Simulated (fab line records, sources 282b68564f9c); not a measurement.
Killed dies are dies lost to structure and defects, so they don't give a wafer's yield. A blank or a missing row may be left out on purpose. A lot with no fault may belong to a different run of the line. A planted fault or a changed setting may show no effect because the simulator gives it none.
Check of tool commonality    flow rit cmos    Sampled: 14 lots, 42 wafers

## WHAT PROMPTED THE OPENING
Of 14 lots, 2 have the reading NLDD_TW flagged at RIT_NLDD_TW_MEAS_10. No-fault wafers: 2480, standard deviation 22.
Rule: a lot gets a flag if all its wafers with a number sit over 4 standard deviations from that mean, or if no wafer of it has a number. The other lots count as sound.

lot   measured     on             NLDD_TW, wafer by wafer  flag
L316  day 3 04:47  film metro-01  2496 2504 2509           
L317  day 3 08:44  film metro-01  2507 2507 2500           
L318  day 3 12:59  film metro-02  2449 2438 2446           
L319  day 3 18:05  film metro-01  2502 2503 2497           
L320  day 4 01:41  film metro-04  2490 2483 2478           
L321  day 4 05:18  film metro-02  2457 2441 2459           
L322  day 4 10:07  film metro-04  2482 2485 2484           
L324  day 4 17:22  film metro-01  2915 2910 2903           FLAGGED
L325  day 4 23:09  film metro-01  2899 2916 2915           FLAGGED
L328  day 5 13:21  film metro-02  2447 2458 2453           
L334  day 6 21:22  film metro-02  2466 2455 2449           
L336  day 7 19:17  film metro-01  2494 2481 2491           
L338  day 7 19:23  film metro-02  2439 2442 2439           
L339  day 8 04:22  film metro-01  2488 2502 2488           
The mean of the flagged lots' numbers is 2910, +430 from the usual (+20 standard deviations).

## EACH LOT AND THE TOOL IT RAN ON
The record keeps 1 process step preceding the reading, out of 202 steps on the route. Cell contents, in order: the tool; ch with the chambers the sampled wafers went through; the start.
lot   flag     RIT_NLDD_IMPLANT_08
L316           implanter-03 ch 0, day 3 04:29
L317           implanter-04 ch 0, day 3 08:25
L318           implanter-01 ch 0, day 3 12:40
L319           implanter-01 ch 0, day 3 17:47
L320           implanter-04 ch 0, day 4 01:21
L321           implanter-01 ch 0, day 4 04:59
L322           implanter-01 ch 0, day 4 09:47
L324  FLAGGED  implanter-01 ch 0, day 4 17:03
L325  FLAGGED  implanter-01 ch 0, day 4 22:52
L328           implanter-03 ch 0, day 5 13:02
L334           implanter-03 ch 0, day 6 21:02
L336           implanter-03 ch 0, day 7 18:58
L338           implanter-04 ch 0, day 7 19:06
L339           implanter-03 ch 0, day 8 04:04
These steps, and what they do:
- RIT_NLDD_IMPLANT_08
- RIT_NLDD_TW_MEAS_10

## FLAGGED AGAINST TOTAL, ONE TOOL AT A TIME (gauges that did the reading follow at the end)
step                 tool           lots run  flagged  share of the flagged lots  sound lots run after its first flagged lot
RIT_NLDD_IMPLANT_08  implanter-01   6         2        all                        0
RIT_NLDD_IMPLANT_08  implanter-03   5         0        none                       -
RIT_NLDD_IMPLANT_08  implanter-04   3         0        none                       -
RIT_NLDD_TW_MEAS_10  film metro-01  7         2        all                        2 (L336,L339)
RIT_NLDD_TW_MEAS_10  film metro-02  5         0        none                       -
RIT_NLDD_TW_MEAS_10  film metro-04  2         0        none                       -

## THE TABLE: WHAT IT ALLOWS
Table rows that saw every flagged lot: 2, namely implanter-01 at RIT_NLDD_IMPLANT_08 and film metro-01 at RIT_NLDD_TW_MEAS_10.
- implanter-01 at RIT_NLDD_IMPLANT_08 ran 6 lots, 2 of them flagged. Its last sound lot is L322 (day 4 09:47), its first flagged lot L324 (day 4 17:03): a fault that began between those two fits. Its own readings lie more than 4 standard deviations out on every wafer of the flagged lots: dose ions cm2, faraday current uA.
- film metro-01 at RIT_NLDD_TW_MEAS_10 ran 7 lots, 2 of them flagged. Sound lots ran on it after the first flagged one (L336, L339), which a lasting fault on the whole tool wouldn't allow.
What remains is a single tool, implanter-01 at RIT_NLDD_IMPLANT_08.

## WHAT THE SIMULATOR HAD INSERTED
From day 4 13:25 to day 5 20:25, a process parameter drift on implanter-01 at RIT_NLDD_IMPLANT_08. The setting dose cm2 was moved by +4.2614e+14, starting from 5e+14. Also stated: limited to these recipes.
Struck lots among those shown: L324, L325. The rule given above showed the same thing.
